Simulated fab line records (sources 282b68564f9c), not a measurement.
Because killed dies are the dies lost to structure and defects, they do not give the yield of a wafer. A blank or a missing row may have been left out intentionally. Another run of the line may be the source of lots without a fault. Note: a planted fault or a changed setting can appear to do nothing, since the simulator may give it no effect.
fab line records -- flow rit-cmos
record lots=5, wafers=23
route steps=202 shown NLDD@105 PLDD@115 SPACER@130 NSD@139 PSD@150 SDANNEAL@155 SILICIDE@162
start-h: the number of hours between the record's first day and the start of the first shown wafer of the lot -- wait-h: hours from the lot's prior step to this one -- " as in the row above -- L1.1+2: one row covering several wafers at once -- - no value, or no start was given -- * or withheld: withheld -- < > ~ a bound
route shown NAME@n: names a module that has steps shown in the file, with the first one's number in the route -- usual: mean/standard deviation taken from wafers without a fault -- same: alike in all rows -- chamber/n: place in a boat -- sites: readings site by site -- _std_site: the values' standard deviation -- _edge_site: mean of outer sites minus mean of inner sites -- radius-mm: for every site, how far away it sits from the centre of the wafer -- mask NAME#n: copy n -- behind: the tool/chamber that last shaped the wafer -- hold: reason for holding the lot/hours on hold/outcome of the hold -- device: transistor that didn't switch, given as n, p or np -- end of line: the tests these same wafers got at the end of their route -- a step with no rows: only its recipe -- killed: at the first sort, the dies lost to defects and structure; wafer yield is something else -- map: a wafer's dies, x killed, . not, _ none there
set.NAME: the setting that was run; set.NAME@STEP: the one run at that earlier step -- model.NAME: the simulator's own value behind a step, which no gauge read
lots run with intentionally changed settings; tables by step, rows by wafer
## steps
# step RIT_NLDD_SOFTBAKE_02
# recipe resist=NOVOLAK, temp-c=90, time-s=60
lot.wafer,tool,chamber,start-h,wait-h,set.temp-c,model.NOVOLAK_of_NLDD_COAT_01.thk-nm
L078.1,litho-track-04,0,64.08,0.1,90,998.4
L078.2,litho-track-04,0,64.08,0.1,90,1001
L078.3,litho-track-04,0,64.08,0.1,90,1002
L078.4,litho-track-04,0,64.08,0.1,93.3,988.2
L078.5,litho-track-04,0,64.08,0.1,93.3,991.4
L079.1+2,litho-track-02,0,72.45,0.1,90,997.1
L079.3,litho-track-02,0,72.45,0.1,90,995.3
L079.5,litho-track-02,0,72.45,0.1,90,994.6
L079.6,litho-track-02,0,72.45,0.1,90,996.7
L081.3,litho-track-03,0,80.40,0.1,90,997.6
L081.4,litho-track-03,0,80.40,0.1,90,998.8
L081.6,litho-track-03,0,80.40,0.1,90,999.4
L082.1,litho-track-02,0,82.90,0.1,90,1001
L082.3,litho-track-02,0,82.90,0.1,90,997.2
L082.4,litho-track-02,0,82.90,0.1,90,999.1
L082.5,litho-track-02,0,82.90,0.1,90,997.6
L082.6,litho-track-02,0,82.90,0.1,90,998.6
L084.1,litho-track-03,0,92.93,0.1,90,992.2
L084.2,litho-track-03,0,92.93,0.1,92.84,988.9
L084.3,litho-track-03,0,92.93,0.1,92.84,990.1
L084.5,litho-track-03,0,92.93,0.1,92.84,989.7
L084.6,litho-track-03,0,92.93,0.1,90,998.7
# step RIT_PLDD_COAT_01
# recipe resist=NOVOLAK, spin-rpm=3250, resist-thk-nm=1000
lot.wafer,tool,chamber,start-h,wait-h,set.resist-thk-nm,model.NOVOLAK_of_PLDD_COAT_01.thk-nm
L078.1,litho-track-02,0,65.48,0.1,1000,999.4
L078.2,litho-track-02,0,65.48,0.1,1000,999
L078.3,litho-track-02,0,65.48,0.1,1000,998.2
L078.4,litho-track-02,0,65.48,0.1,1000,996.2
L078.5,litho-track-02,0,65.48,0.1,1000,997.7
L079.1,litho-track-01,0,73.85,0.1,973.8,973.5
L079.2,litho-track-01,0,73.85,0.1,973.8,972.7
L079.3,litho-track-01,0,73.85,0.1,1000,1001
L079.5,litho-track-01,0,73.85,0.1,1000,1000
L079.6,litho-track-01,0,73.85,0.1,973.8,976.4
L081.3,litho-track-02,0,81.80,0.1,1000,997.5
L081.4,litho-track-02,0,81.80,0.1,1000,1001
L081.6,litho-track-02,0,81.80,0.1,1000,1003
L082.1,litho-track-03,0,84.17,0.1,1000,1000
L082.3,litho-track-03,0,84.17,0.1,965,960.5
L082.4,litho-track-03,0,84.17,0.1,965,964
L082.5,litho-track-03,0,84.17,0.1,1000,998.3
L082.6,litho-track-03,0,84.17,0.1,965,961.6
L084.1,litho-track-02,0,94.20,0.1,1000,996.5
L084.2,litho-track-02,0,94.20,0.1,1000,998.2
L084.3,litho-track-02,0,94.20,0.1,1000,1002
L084.5,litho-track-02,0,94.20,0.1,1000,999.1
L084.6,litho-track-02,0,94.20,0.1,1000,997.2
# step RIT_PLDD_SOFTBAKE_02
# recipe resist=NOVOLAK, temp-c=90, time-s=60
# step RIT_PLDD_EXPOSE_03
# recipe mask-id=M8, na=0.57, target-cd-nm=40900, dose-mj=250
# step RIT_PLDD_DEVELOP_05
# recipe resist=NOVOLAK, develop-time-s=50, dev-temp-c=23
# step RIT_PLDD_HARDBAKE_07
# recipe resist=NOVOLAK, temp-c=140, time-s=60
lot.wafer,tool,chamber,start-h,wait-h,set.resist-thk-nm@PLDD_COAT_01,model.NOVOLAK_of_PLDD_COAT_01.thk-nm
L078.1,litho-track-01,0,66.34,0.0,1000,883.3
L078.2,litho-track-01,0,66.34,0.0,1000,882.9
L078.3,litho-track-01,0,66.34,0.0,1000,882.2
L078.4,litho-track-01,0,66.34,0.0,1000,880.5
L078.5,litho-track-01,0,66.34,0.0,1000,881.8
L079.1,litho-track-01,0,74.71,0.0,973.8,860.6
L079.2,litho-track-01,0,74.71,0.0,973.8,859.9
L079.3,litho-track-01,0,74.71,0.0,1000,884.5
L079.5,litho-track-01,0,74.71,0.0,1000,884.1
L079.6,litho-track-01,0,74.71,0.0,973.8,863.1
L081.3,litho-track-01,0,82.66,0.1,1000,881.6
L081.4,litho-track-01,0,82.66,0.1,1000,884.4
L081.6,litho-track-01,0,82.66,0.1,1000,886.3
L082.1,litho-track-01,0,85.03,0.0,1000,884.1
L082.3,litho-track-01,0,85.03,0.0,965,849.2
L082.4,litho-track-01,0,85.03,0.0,965,852.3
L082.5,litho-track-01,0,85.03,0.0,1000,882.3
L082.6,litho-track-01,0,85.03,0.0,965,850.1
L084.1,litho-track-01,0,94.94,0.0,1000,880.7
L084.2,litho-track-01,0,94.94,0.0,1000,882.2
L084.3,litho-track-01,0,94.94,0.0,1000,885.4
L084.5,litho-track-01,0,94.94,0.0,1000,883
L084.6,litho-track-01,0,94.94,0.0,1000,881.3
# step RIT_SPACER_ETCHBACK_05
# recipe target-depth-a=2500, SF6_flow_sccm=30, CHF3_flow_sccm=30, target=Si3N4, chemistry=SF6/CHF3, pressure-mtorr=40, rf-w=250, time-s=240, stop-on=SiO2
lot.wafer,tool,chamber,start-h,wait-h,set.time-s,model.poly-Si_of_GATE_CVD_08.thk-nm,model.Si3N4_of_SPACER_CVD_03.thk-nm
L078.1,rie-diel-01,1,69.31,0.1,240,153.8,194.1
L078.2,rie-diel-01,2,69.31,0.1,240,152.1,193.1
L078.3,rie-diel-01,2,69.31,0.1,240,152,192.3
L078.4,rie-diel-01,1,69.31,0.1,240,154.8,194.8
L078.5,rie-diel-01,2,69.31,0.1,240,151.5,192.7
L079.1,rie-diel-03,2,77.60,0.1,240,165.3,194.5
L079.2,rie-diel-03,0,77.60,0.1,240,168.9,197.5
L079.3,rie-diel-03,1,77.60,0.1,240,167.5,198.2
L079.5,rie-diel-03,0,77.60,0.1,240,167.8,196.1
L079.6,rie-diel-03,3,77.60,0.1,240,168.4,198
L081.3,rie-diel-02,0,85.78,0.0,240,162.7,196.1
L081.4,rie-diel-02,2,85.78,0.0,240,162.5,196.6
L081.6,rie-diel-02,1,85.78,0.0,240,163.9,197.2
L082.1,rie-diel-03,0,87.91,0.1,259.4,176,192.8
L082.3,rie-diel-03,1,87.91,0.1,240,183.8,199.8
L082.4,rie-diel-03,1,87.91,0.1,259.4,177.6,193.8
L082.5,rie-diel-03,0,87.91,0.1,240,182.7,196.6
L082.6,rie-diel-03,3,87.91,0.1,240,183.1,200.1
L084.1,rie-diel-02,0,97.84,0.1,240,154.2,196.9
L084.2,rie-diel-02,1,97.84,0.1,240,154.1,197.2
L084.3,rie-diel-02,2,97.84,0.1,220.4,160.1,202.5
L084.5,rie-diel-02,3,97.84,0.1,220.4,158.9,203.5
L084.6,rie-diel-02,0,97.84,0.1,240,156,197.4
# step RIT_NSD_IMPLANT_08
# recipe species=P, energy-kev=25, dose-cm2=1e+15, tilt-deg=7
lot.wafer,tool,chamber,start-h,wait-h,set.dose-cm2
L078.1+3+4,implanter-04,0,70.57,0.1,1e+15
L078.2+5,implanter-04,0,70.57,0.1,1.059e+15
L079.1+3,implanter-04,0,78.79,0.1,1e+15
L079.2+5+6,implanter-04,0,78.79,0.1,9.502e+14
L081.3+4+6,implanter-02,0,87.02,0.1,1e+15
L082.1+4+5,implanter-02,0,89.10,0.1,1e+15
L082.3+6,implanter-02,0,89.10,0.1,1.042e+15
L084.1+3+6,implanter-01,0,99.17,0.1,1.036e+15
L084.2+5,implanter-01,0,99.17,0.1,1e+15
# step RIT_PSD_IMPLANT_08
# recipe species=BF2, energy-kev=27, dose-cm2=5e+15, tilt-deg=7
lot.wafer,tool,chamber,start-h,wait-h,set.energy-kev,model.implant.rp-nm,model.implant.drp-nm
L078.1+2+3+4+5,implanter-04,0,71.99,0.1,27,21.92,12.05
L079.1+2+3,implanter-01,0,80.21,0.1,28.39,23.57,12.48
L079.5+6,implanter-01,0,80.21,0.1,27,22.64,12.05
L081.3+4+6,implanter-04,0,88.62,0.1,27,22.32,12.05
L082.1+3,implanter-04,0,90.59,0.1,25.89,21.67,11.7
L082.4+5+6,implanter-04,0,90.59,0.1,27,22.41,12.05
L084.1+2+3,implanter-03,0,100.72,0.1,27.42,21.44,12.18
L084.5+6,implanter-03,0,100.72,0.1,27,21.18,12.05
# step RIT_SDANNEAL_CLEAN_02
# recipe chemistry=SC2, mix=3:3:50, time-s=600, temp-c=75, dry=n2-spin
lot.wafer,tool,chamber,start-h,wait-h,set.time-s
L078.1+2+3+4+5,-,-,-,0.0,600
L079.1+2+3+5+6,-,-,-,0.0,540.4
L081.3+4+6,wet-bench-01,2,89.15,0.0,600
L082.1+3+4+5+6,-,-,-,0.0,673.7
L084.1+2+3+5+6,-,-,-,0.0,533.9
# step RIT_SDANNEAL_RTA_03
# recipe temp-c=1050, time-s=5, idle-temp-c=600, ramp-up-c-per-s=342, ramp-down-c-per-s=171, cool-to-c=600, ambient=N2
# step RIT_SDANNEAL_RS_MEAS_04
# recipe thk-meas-gauge=four-point-probe
# usual PSD_RS=115.6/0.33
lot.wafer,tool,chamber,start-h,wait-h,set.energy-kev@PSD_IMPLANT_08,PSD_RS[ohm/sq]
L078.1,film-metro-01,-,72.90,0.1,27,115.9
L078.2,film-metro-01,-,72.90,0.1,27,115.8
L078.3,film-metro-01,-,72.90,0.1,27,115.9
L078.4,film-metro-01,-,72.90,0.1,27,115.8
L078.5,film-metro-01,-,72.90,0.1,27,115.8
L079.1,film-metro-02,-,81.02,0.0,28.39,112.4
L079.2,film-metro-02,-,81.02,0.0,28.39,112.5
L079.3,film-metro-02,-,81.02,0.0,28.39,112.5
L079.5,film-metro-02,-,81.02,0.0,27,115.4
L079.6,film-metro-02,-,81.02,0.0,27,115.7
L081.3,film-metro-02,-,89.42,0.1,27,115.9
L081.4,film-metro-02,-,89.42,0.1,27,115.9
L081.6,film-metro-02,-,89.42,0.1,27,115.7
L082.1,film-metro-02,-,91.40,0.0,25.89,117.1
L082.3,film-metro-02,-,91.40,0.0,25.89,117.7
L082.4,film-metro-02,-,91.40,0.0,27,115.2
L082.5,film-metro-02,-,91.40,0.0,27,115.4
L082.6,film-metro-02,-,91.40,0.0,27,115.2
L084.1,film-metro-01,-,101.58,0.0,27.42,115.0
L084.2,film-metro-01,-,101.58,0.0,27.42,114.9
L084.3,film-metro-01,-,101.58,0.0,27.42,115.0
L084.5,film-metro-01,-,101.58,0.0,27,116.0
L084.6,film-metro-01,-,101.58,0.0,27,115.8
# step RIT_SDANNEAL_RS_MEAS_05
# recipe thk-meas-gauge=four-point-probe
# usual NSD_RS=84.36/0.21
lot.wafer,tool,chamber,start-h,wait-h,set.dose-cm2@NSD_IMPLANT_08,NSD_RS[ohm/sq]
L078.1,film-metro-01,-,73.02,0.1,1e+15,84.46
L078.2,film-metro-01,-,73.02,0.1,1.059e+15,80.47
L078.3,film-metro-01,-,73.02,0.1,1e+15,84.24
L078.4,film-metro-01,-,73.02,0.1,1e+15,84.05
L078.5,film-metro-01,-,73.02,0.1,1.059e+15,80.34
L079.1,film-metro-02,-,81.14,0.1,1e+15,84.59
L079.2,film-metro-02,-,81.14,0.1,9.502e+14,87.90
L079.3,film-metro-02,-,81.14,0.1,1e+15,84.49
L079.5,film-metro-02,-,81.14,0.1,9.502e+14,87.61
L079.6,film-metro-02,-,81.14,0.1,9.502e+14,87.75
L081.3,film-metro-02,-,89.54,0.1,1e+15,84.44
L081.4,film-metro-02,-,89.54,0.1,1e+15,84.15
L081.6,film-metro-02,-,89.54,0.1,1e+15,84.28
L082.1,film-metro-02,-,91.52,0.1,1e+15,83.93
L082.3,film-metro-02,-,91.52,0.1,1.042e+15,81.64
L082.4,film-metro-02,-,91.52,0.1,1e+15,84.17
L082.5,film-metro-02,-,91.52,0.1,1e+15,84.24
L082.6,film-metro-02,-,91.52,0.1,1.042e+15,81.63
L084.1,film-metro-01,-,101.70,0.1,1.036e+15,82.05
L084.2,film-metro-01,-,101.70,0.1,1e+15,84.23
L084.3,film-metro-01,-,101.70,0.1,1.036e+15,82.39
L084.5,film-metro-01,-,101.70,0.1,1e+15,84.36
L084.6,film-metro-01,-,101.70,0.1,1.036e+15,82.15
# step RIT_SILICIDE_SPUTTER_01
# recipe material=Ti, target-thk-nm=30, power-w=350, chamber-pressure-pa=0.667, gas=Ar, time-s=240, substrate-temp-c=25
lot.wafer,tool,chamber,start-h,wait-h,set.power-w,model.Ti_of_SILICIDE_SPUTTER_01.thk-nm
L078.1,pvd-sputter-02,-,73.40,0.0,350,30.24
L078.2,pvd-sputter-02,-,73.40,0.0,326,27.98
L078.3,pvd-sputter-02,-,73.40,0.0,350,29.54
L078.4,pvd-sputter-02,-,73.40,0.0,326,27.4
L078.5,pvd-sputter-02,-,73.40,0.0,326,28.29
L079.1,pvd-sputter-01,-,81.51,0.0,350,30.27
L079.2,pvd-sputter-01,-,81.51,0.0,350,30.05
L079.3,pvd-sputter-01,-,81.51,0.0,363.6,31.24
L079.5,pvd-sputter-01,-,81.51,0.0,363.6,31.52
L079.6,pvd-sputter-01,-,81.51,0.0,363.6,30.72
L081.3,pvd-sputter-02,-,89.87,0.0,350,30.07
L081.4,pvd-sputter-02,-,89.87,0.0,350,29.81
L081.6,pvd-sputter-02,-,89.87,0.0,350,29.69
L082.1,pvd-sputter-04,-,91.89,0.0,350,29.18
L082.3,pvd-sputter-04,-,91.89,0.0,350,29.58
L082.4,pvd-sputter-04,-,91.89,0.0,350,28.61
L082.5,pvd-sputter-04,-,91.89,0.0,350,29.01
L082.6,pvd-sputter-04,-,91.89,0.0,350,29.38
L084.1,pvd-sputter-04,-,102.07,0.0,350,29.57
L084.2,pvd-sputter-04,-,102.07,0.0,330,28.66
L084.3,pvd-sputter-04,-,102.07,0.0,330,28.26
L084.5,pvd-sputter-04,-,102.07,0.0,330,27.94
L084.6,pvd-sputter-04,-,102.07,0.0,350,28.95
# step RIT_SILICIDE_RS_MEAS_02
# recipe thk-meas-gauge=four-point-probe, reads=Ti_of_SILICIDE_SPUTTER_01
# usual SILICIDE_TI_RS=48.2/0.92
lot.wafer,tool,chamber,start-h,wait-h,set.power-w@SILICIDE_SPUTTER_01,SILICIDE_TI_RS[ohm/sq]
L078.1,film-metro-03,-,73.55,0.1,350,47.4
L078.2,film-metro-03,-,73.55,0.1,326,52.3
L078.3,film-metro-03,-,73.55,0.1,350,48.9
L078.4,film-metro-03,-,73.55,0.1,326,53.8
L078.5,film-metro-03,-,73.55,0.1,326,51.6
L079.1,film-metro-04,-,81.66,0.1,350,47.3
L079.2,film-metro-04,-,81.66,0.1,350,47.7
L079.3,film-metro-04,-,81.66,0.1,363.6,45.5
L079.5,film-metro-04,-,81.66,0.1,363.6,44.9
L079.6,film-metro-04,-,81.66,0.1,363.6,46.3
L081.3,film-metro-03,-,90.06,0.1,350,47.8
L081.4,film-metro-03,-,90.06,0.1,350,48.2
L081.6,film-metro-03,-,90.06,0.1,350,48.5
L082.1,film-metro-03,-,92.06,0.1,350,49.7
L082.3,film-metro-03,-,92.06,0.1,350,48.8
L082.4,film-metro-03,-,92.06,0.1,350,50.8
L082.5,film-metro-03,-,92.06,0.1,350,50.0
L082.6,film-metro-03,-,92.06,0.1,350,49.2
L084.1,film-metro-04,-,102.22,0.1,350,48.7
L084.2,film-metro-04,-,102.22,0.1,330,50.6
L084.3,film-metro-04,-,102.22,0.1,330,51.4
L084.5,film-metro-04,-,102.22,0.1,330,52.2
L084.6,film-metro-04,-,102.22,0.1,350,50.0
# step RIT_SILICIDE_THK_MEAS_03
# recipe thk-meas-gauge=xrf, reads=Ti_of_SILICIDE_SPUTTER_01
# usual SILICIDE_TI_THK=29.5/0.45
lot.wafer,tool,chamber,start-h,wait-h,set.power-w@SILICIDE_SPUTTER_01,SILICIDE_TI_THK[nm]
L078.1,film-metro-03,-,73.67,0.1,350,30.2
L078.2,film-metro-03,-,73.67,0.1,326,27.8
L078.3,film-metro-03,-,73.67,0.1,350,29.4
L078.4,film-metro-03,-,73.67,0.1,326,27.2
L078.5,film-metro-03,-,73.67,0.1,326,28.1
L079.1,film-metro-04,-,81.78,0.1,350,29.9
L079.2,film-metro-04,-,81.78,0.1,350,29.5
L079.3,film-metro-04,-,81.78,0.1,363.6,30.7
L079.5,film-metro-04,-,81.78,0.1,363.6,30.9
L079.6,film-metro-04,-,81.78,0.1,363.6,30.2
L081.3,film-metro-03,-,90.16,0.1,350,29.9
L081.4,film-metro-03,-,90.16,0.1,350,29.6
L081.6,film-metro-03,-,90.16,0.1,350,29.6
L082.1,film-metro-03,-,92.18,0.1,350,28.9
L082.3,film-metro-03,-,92.18,0.1,350,29.4
L082.4,film-metro-03,-,92.18,0.1,350,28.5
L082.5,film-metro-03,-,92.18,0.1,350,28.8
L082.6,film-metro-03,-,92.18,0.1,350,29.2
L084.1,film-metro-04,-,102.34,0.1,350,29.3
L084.2,film-metro-04,-,102.34,0.1,330,28.3
L084.3,film-metro-04,-,102.34,0.1,330,28.1
L084.5,film-metro-04,-,102.34,0.1,330,27.7
L084.6,film-metro-04,-,102.34,0.1,350,28.7
## key
split step=RIT_NLDD_SOFTBAKE_02, setting=temp-c, stated=90, by=wafer
response step=RIT_NLDD_SOFTBAKE_02, reading=model.NOVOLAK_of_NLDD_COAT_01.thk-nm, change=-2.47, per=1%, r=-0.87
split step=RIT_PLDD_COAT_01, setting=resist-thk-nm, stated=1000, by=wafer
response step=RIT_PLDD_COAT_01, reading=model.NOVOLAK_of_PLDD_COAT_01.thk-nm, change=+10.4, per=1%, r=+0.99
response step=RIT_PLDD_HARDBAKE_07, reading=model.NOVOLAK_of_PLDD_COAT_01.thk-nm, change=+9.15, per=1%, r=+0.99
split step=RIT_SPACER_ETCHBACK_05, setting=time-s, stated=240, by=wafer
response step=RIT_SPACER_ETCHBACK_05, reading=model.poly-Si_of_GATE_CVD_08.thk-nm, change=-0.688, per=1%, r=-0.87
response step=RIT_SPACER_ETCHBACK_05, reading=model.Si3N4_of_SPACER_CVD_03.thk-nm, change=-0.696, per=1%, r=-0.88
split step=RIT_NSD_IMPLANT_08, setting=dose-cm2, stated=1e+15, by=wafer
response step=RIT_SDANNEAL_RS_MEAS_05, reading=NSD_RS, change=-0.629, per=1%, r=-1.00
split step=RIT_PSD_IMPLANT_08, setting=energy-kev, stated=27, by=wafer
response step=RIT_PSD_IMPLANT_08, reading=model.implant.rp-nm, change=+0.18, per=1%, r=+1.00
response step=RIT_PSD_IMPLANT_08, reading=model.implant.drp-nm, change=+0.0846, per=1%, r=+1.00
response step=RIT_SDANNEAL_RS_MEAS_04, reading=PSD_RS, change=-0.569, per=1%, r=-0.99
split step=RIT_SDANNEAL_CLEAN_02, setting=time-s, stated=600, by=lot
response none clear
split step=RIT_SILICIDE_SPUTTER_01, setting=power-w, stated=350, by=wafer
response step=RIT_SILICIDE_SPUTTER_01, reading=model.Ti_of_SILICIDE_SPUTTER_01.thk-nm, change=+0.245, per=1%, r=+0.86
response step=RIT_SILICIDE_RS_MEAS_02, reading=SILICIDE_TI_RS, change=-0.523, per=1%, r=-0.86
response step=RIT_SILICIDE_THK_MEAS_03, reading=SILICIDE_TI_THK, change=+0.244, per=1%, r=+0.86
